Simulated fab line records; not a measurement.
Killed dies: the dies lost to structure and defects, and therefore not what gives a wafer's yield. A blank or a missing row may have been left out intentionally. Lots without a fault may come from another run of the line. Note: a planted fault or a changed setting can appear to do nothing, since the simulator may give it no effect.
Which tool is to blame? :: flow berkeley_cmos170 :: 42 wafers from 14 lots sampled at 5 of the route's 331 steps

## WHAT THE GAUGES SHOWED, per wafer
UCB170_SILICIDE_THK_MEAS_03: measures by xrf.
lot: L453
measured: day 7 13:16
on: film_metro-04
SILICIDE_TI_THK (nm): 29.9 29.4 29.5

lot: L451
measured: day 7 13:26
on: film_metro-04
SILICIDE_TI_THK (nm): 30.2 29.8 29.5

lot: L452
measured: day 7 13:49
on: film_metro-04
SILICIDE_TI_THK (nm): 29.4 29.6 29.4

lot: L454
measured: day 8 00:56
on: film_metro-04
SILICIDE_TI_THK (nm): 30.2 30.1 30.3

lot: L456
measured: day 8 15:41
on: film_metro-03
SILICIDE_TI_THK (nm): 30.7 30.7 30.7

lot: L455
measured: day 8 15:55
on: film_metro-04
SILICIDE_TI_THK (nm): 30.2 30.1 30.1

lot: L459
measured: day 9 05:41
on: film_metro-04
SILICIDE_TI_THK (nm): 30.0 30.3 30.4

lot: L460
measured: day 9 06:10
on: film_metro-04
SILICIDE_TI_THK (nm): 30.0 30.1 29.9

lot: L464
measured: day 10 13:30
on: film_metro-04
SILICIDE_TI_THK (nm): 29.9 30.1 29.9

lot: L462
measured: day 10 13:41
on: film_metro-04
SILICIDE_TI_THK (nm): 29.5 29.5 29.4

lot: L463
measured: day 10 14:08
on: film_metro-03
SILICIDE_TI_THK (nm): 30.3 29.9 29.9

lot: L466
measured: day 11 06:49
on: film_metro-04
SILICIDE_TI_THK (nm): 30.0 29.6 29.4

lot: L465
measured: day 11 06:52
on: film_metro-02
SILICIDE_TI_THK (nm): 30.1 30.5 30.2

lot: L467
measured: day 11 16:28
on: film_metro-04
SILICIDE_TI_THK (nm): 30.2 30.4 30.7

UCB170_CONTACT_OVL_MEAS_16.
lot: L453
measured: day 7 17:24
on: overlay-02
CONTACT_OVL (nm): 3 7 7

lot: L451
measured: day 7 17:38
on: overlay-01
CONTACT_OVL (nm): -5 1 -9

lot: L452
measured: day 7 20:23
on: overlay-01
CONTACT_OVL (nm): -2 -5 2

lot: L454
measured: day 8 05:01
on: overlay-02
CONTACT_OVL (nm): 2 4 5

lot: L456
measured: day 8 19:37
on: overlay-02
CONTACT_OVL (nm): -2 5 -2

lot: L455
measured: day 8 19:58
on: overlay-02
CONTACT_OVL (nm): -9 4 2

lot: L459
measured: day 9 09:50
on: overlay-02
CONTACT_OVL (nm): 3 0 1

lot: L460
measured: day 9 11:31
on: overlay-02
CONTACT_OVL (nm): 0 3 -4

lot: L464
measured: day 10 18:40
on: overlay-01
CONTACT_OVL (nm): 8 10 9

lot: L462
measured: day 10 18:57
on: overlay-02
CONTACT_OVL (nm): 2 -10 2

lot: L463
measured: day 10 19:16
on: overlay-01
CONTACT_OVL (nm): -7 -5 0

lot: L466
measured: day 11 11:14
on: overlay-02
CONTACT_OVL (nm): 2 -11 -3

lot: L465
measured: day 11 11:42
on: overlay-01
CONTACT_OVL (nm): 5 3 -3

lot: L467
measured: day 11 21:33
on: overlay-02
CONTACT_OVL (nm): -8 -2 4

UCB170_V1_THK_MEAS_01.
lot: L453
measured: day 7 22:25
on: film_metro-04
V1_TEOS_THK (nm): 1969 2019 2018

lot: L451
measured: day 7 23:45
on: film_metro-04
V1_TEOS_THK (nm): 1997 2014 2023

lot: L452
measured: day 8 03:58
on: film_metro-02
V1_TEOS_THK (nm): 1996 1966 1978

lot: L454
measured: day 8 09:32
on: film_metro-01
V1_TEOS_THK (nm): 1981 1955 2008

lot: L456
measured: day 8 23:34
on: film_metro-04
V1_TEOS_THK (nm): 1963 1943 1954

lot: L455
measured: day 9 00:55
on: film_metro-01
V1_TEOS_THK (nm): 1985 2009 2003

lot: L459
measured: day 9 13:42
on: film_metro-01
V1_TEOS_THK (nm): 1999 2041 2012

lot: L460
measured: day 9 16:22
on: film_metro-04
V1_TEOS_THK (nm): 1978 2017 2011

lot: L464
measured: day 10 23:44
on: film_metro-04
V1_TEOS_THK (nm): 2026 2027 1983

lot: L462
measured: day 11 01:05
on: film_metro-04
V1_TEOS_THK (nm): 2002 2013 2010

lot: L463
measured: day 11 01:04
on: film_metro-02
V1_TEOS_THK (nm): 1995 2013 2038

lot: L466
measured: day 11 16:27
on: film_metro-02
V1_TEOS_THK (nm): 1964 1955 1981

lot: L465
measured: day 11 18:14
on: film_metro-02
V1_TEOS_THK (nm): 3924 3990 4040

lot: L467
measured: day 12 02:30
on: film_metro-04
V1_TEOS_THK (nm): 3962 4005 4060

## WHICH TOOL RAN EACH LOT (tool, then ch and the chambers of the sampled wafers, then the start)
lot: L453
UCB170_SILICIDE_SPUTTER_01: pvd_sputter-03, day 7 13:07
UCB170_V1_CVD_00: pecvd-02 ch 0,1, day 7 22:16

lot: L451
UCB170_SILICIDE_SPUTTER_01: pvd_sputter-04, day 7 13:17
UCB170_V1_CVD_00: pecvd-04 ch 0,2, day 7 23:35

lot: L452
UCB170_SILICIDE_SPUTTER_01: pvd_sputter-03, day 7 13:38
UCB170_V1_CVD_00: pecvd-04 ch 0,1,2, day 8 03:52

lot: L454
UCB170_SILICIDE_SPUTTER_01: pvd_sputter-04, day 8 00:47
UCB170_V1_CVD_00: pecvd-02 ch 1,2, day 8 09:23

lot: L456
UCB170_SILICIDE_SPUTTER_01: pvd_sputter-02, day 8 15:32
UCB170_V1_CVD_00: pecvd-02 ch 0,1,2, day 8 23:24

lot: L455
UCB170_SILICIDE_SPUTTER_01: pvd_sputter-04, day 8 15:44
UCB170_V1_CVD_00: pecvd-04 ch 0,2, day 9 00:44

lot: L459
UCB170_SILICIDE_SPUTTER_01: pvd_sputter-02, day 9 05:31
UCB170_V1_CVD_00: pecvd-02 ch 1,2, day 9 13:32

lot: L460
UCB170_SILICIDE_SPUTTER_01: pvd_sputter-02, day 9 06:00
UCB170_V1_CVD_00: pecvd-03 ch 0,2, day 9 16:12

lot: L464
UCB170_SILICIDE_SPUTTER_01: pvd_sputter-04, day 10 13:20
UCB170_V1_CVD_00: pecvd-02 ch 1,2, day 10 23:34

lot: L462
UCB170_SILICIDE_SPUTTER_01: pvd_sputter-02, day 10 13:30
UCB170_V1_CVD_00: pecvd-04 ch 0,1,2, day 11 00:59

lot: L463
UCB170_SILICIDE_SPUTTER_01: pvd_sputter-02, day 10 13:59
UCB170_V1_CVD_00: pecvd-03 ch 0,1, day 11 00:54

lot: L466
UCB170_SILICIDE_SPUTTER_01: pvd_sputter-02, day 11 06:40
UCB170_V1_CVD_00: pecvd-04 ch 0,1, day 11 16:18

lot: L465
UCB170_SILICIDE_SPUTTER_01: pvd_sputter-03, day 11 06:43
UCB170_V1_CVD_00: pecvd-03 ch 0,1,2, day 11 17:38

lot: L467
UCB170_SILICIDE_SPUTTER_01: pvd_sputter-04, day 11 16:19
UCB170_V1_CVD_00: pecvd-02 ch 0,1, day 12 02:01
- UCB170_SILICIDE_SPUTTER_01: material Ti, target thk 30 nm, time 25 s.
- UCB170_V1_CVD_00: deposits SiO2 from TEOS/O2, target thk 2000 nm, time 250 s.

## WHAT THE TOOLS THEMSELVES READ (means of the sampled wafers that have a number; where no wafer has one, the mark that the record gives instead)
UCB170_SILICIDE_SPUTTER_01.
lot: L453
tool: pvd_sputter-03
throttle_valve_pct (%): 29.2

lot: L451
tool: pvd_sputter-04
throttle_valve_pct (%): 30.3

lot: L452
tool: pvd_sputter-03
throttle_valve_pct (%): 28.3

lot: L454
tool: pvd_sputter-04
throttle_valve_pct (%): 30.3

lot: L456
tool: pvd_sputter-02
throttle_valve_pct (%): 30.5

lot: L455
tool: pvd_sputter-04
throttle_valve_pct (%): 30.5

lot: L459
tool: pvd_sputter-02
throttle_valve_pct (%): 30.9

lot: L460
tool: pvd_sputter-02
throttle_valve_pct (%): 30.4

lot: L464
tool: pvd_sputter-04
throttle_valve_pct (%): 30.3

lot: L462
tool: pvd_sputter-02
throttle_valve_pct (%): 30.7

lot: L463
tool: pvd_sputter-02
throttle_valve_pct (%): 30.6

lot: L466
tool: pvd_sputter-02
throttle_valve_pct (%): 30.4

lot: L465
tool: pvd_sputter-03
throttle_valve_pct (%): 30.2

lot: L467
tool: pvd_sputter-04
throttle_valve_pct (%): 29.7

UCB170_V1_CVD_00.
lot: L453
tool: pecvd-02
heater_power_w (W): 257

lot: L451
tool: pecvd-04
heater_power_w (W): 241

lot: L452
tool: pecvd-04
heater_power_w (W): 218

lot: L454
tool: pecvd-02
heater_power_w (W): 215

lot: L456
tool: pecvd-02
heater_power_w (W): 284

lot: L455
tool: pecvd-04
heater_power_w (W): 247

lot: L459
tool: pecvd-02
heater_power_w (W): 241

lot: L460
tool: pecvd-03
heater_power_w (W): 272

lot: L464
tool: pecvd-02
heater_power_w (W): 191

lot: L462
tool: pecvd-04
heater_power_w (W): 269

lot: L463
tool: pecvd-03
heater_power_w (W): 244

lot: L466
tool: pecvd-04
heater_power_w (W): 307

lot: L465
tool: pecvd-03
heater_power_w (W): 299

lot: L467
tool: pecvd-02
heater_power_w (W): 285

## THE ANSWER, worked out from the rows above alone
Rule: usual is defined by the lots themselves. Put in order of their means at a reading, lots are off if they are a third of the lots or fewer, leave a main group of 4 or more, and stand apart from it by a gap of 3 or more times the standard deviation of the main group's means; of several such gaps the widest counts. If all means in a main group match to the digits the tables above print for the reading, that group is not used. A lot without any number at a reading at which 4 lots or more have one is off too. Where the step has rows for the other lots, those lots are counted as sound. The gauges are gone through in route order, then the tools' own readings, and for those a lot's mean is taken as printed above. The first step at which some lot is off is used, and at that step the reading that is off furthest; a lot without a number counts as furthest.
Off: L465, L467, seen at UCB170_V1_THK_MEAS_01 (V1_TEOS_THK). For the main group the mean is 1996 nm and the standard deviation 20.
If a tool, at a process step before that reading, ran all the lots that are off and no sound lot after the first of them, it fits. The gauges at UCB170_V1_THK_MEAS_01 are tried like those tools. None of those tried fits.

## WHAT HAD BEEN PUT IN BY THE SIMULATOR
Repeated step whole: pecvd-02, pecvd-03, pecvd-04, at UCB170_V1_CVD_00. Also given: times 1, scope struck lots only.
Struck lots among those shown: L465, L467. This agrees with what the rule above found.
